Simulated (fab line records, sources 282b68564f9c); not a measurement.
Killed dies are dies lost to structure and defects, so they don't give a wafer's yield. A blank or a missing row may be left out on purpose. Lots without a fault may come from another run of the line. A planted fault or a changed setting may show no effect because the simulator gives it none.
A struck lot beside a sound one | flow rit_cmos | 15 steps out of a route of 202
Sound: wafers L810.1, L810.3, L810.4. Struck: wafers L817.1, L817.5, L817.6. The cause comes at the end.
At each step with rows: each side's tool, then ch and its chambers, then its first start. Under that, the readings that differ: sound wafers | struck wafers | difference of the means | sigmas: that difference in standard deviations of wafers without a fault.
alike: readings whose means differ by less than 2 such deviations, and words and numbers that are the same on both sides. not compared: withheld readings, readings that some wafer has no value for, bounds like >300 that may hide the same value, and numbers for which the record gives no deviation and whose values overlap.
The two part at a step that has a row with sigmas, a row that says differs or no value, or rows on one side only. Numbers that don't overlap but have no deviation are shown without sigmas and don't part them. A reading that every wafer of one side lacks parts them only if that side has two wafers or more.

first, 1 step without rows for these wafers: RIT_NLDD_COAT_01 (resist thk 1000 nm).
RIT_NLDD_SOFTBAKE_02: time 62.36 s.
  sound on litho_track-03 ch 0, day 3 13:31; struck on litho_track-04 ch 0, day 5 02:37
  alike: heater_power_total_W, plate_sensor_t_centre_C, plate_sensor_t_edge_C
then, 3 steps without rows for these wafers: RIT_NLDD_EXPOSE_03 (exposes mask M7, target cd 40700 nm); RIT_NLDD_PEB_04; RIT_NLDD_DEVELOP_05 (develop time 50 s).
RIT_NLDD_OVL_MEAS_06:
  sound on overlay-02, day 3 14:04; struck on overlay-02, day 5 03:24
  alike: NLDD_OVL
then, 2 steps without rows for these wafers: RIT_NLDD_HARDBAKE_07 (time 60 s); RIT_NLDD_IMPLANT_08.
RIT_NLDD_STRIP_09: strips in O2, time 180 s.
  sound on plasma_asher-02 ch 0,1, day 3 14:24; struck on plasma_asher-01 ch 0,1, day 5 03:50
  alike: drypump_motor_current_A
  not compared: rf_hours_counter_h
RIT_NLDD_TW_MEAS_10:
  sound on film_metro-01, day 3 14:35; struck on film_metro-02, day 5 04:00
  alike: NLDD_TW
then, 2 steps without rows for these wafers: RIT_PLDD_HMDS_00 (prime time 60 s); RIT_PLDD_COAT_01 (resist thk 1000 nm).
RIT_PLDD_SOFTBAKE_02: time 60 s.
  sound on litho_track-03 ch 0, day 3 14:56; struck on litho_track-04 ch 0, day 5 04:22
  reading                  | sound             | struck            | difference | sigmas
  heater_power_total_W (W) | 34.51 34.56 34.54 | 34.11 34.09 34.02 | -0.46      | -9
  plate_temp_C (C)         | 89.85 89.89 89.97 | 88.94 88.98 89.00 | -0.93      | -8
then, 1 step without rows for these wafers: RIT_PLDD_EXPOSE_03 (exposes mask M8, target cd 40900 nm).
RIT_M1_PROBE_99:
  sound on prober-01, day 4 06:13; struck on prober-02, day 5 19:49
  alike: killed_at_contacts, killed_at_front_end, killed_dies, killed_on_rim, killed_open, killed_short

WHERE THEY PART
Only at RIT_PLDD_SOFTBAKE_02, within this record. Later steps at which nothing parts them and some readings are alike: RIT_M1_PROBE_99.

WHY: what the simulator had put in
Process parameter drift: litho_track-04, from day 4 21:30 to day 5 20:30, at RIT_PLDD_SOFTBAKE_02. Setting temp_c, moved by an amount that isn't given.
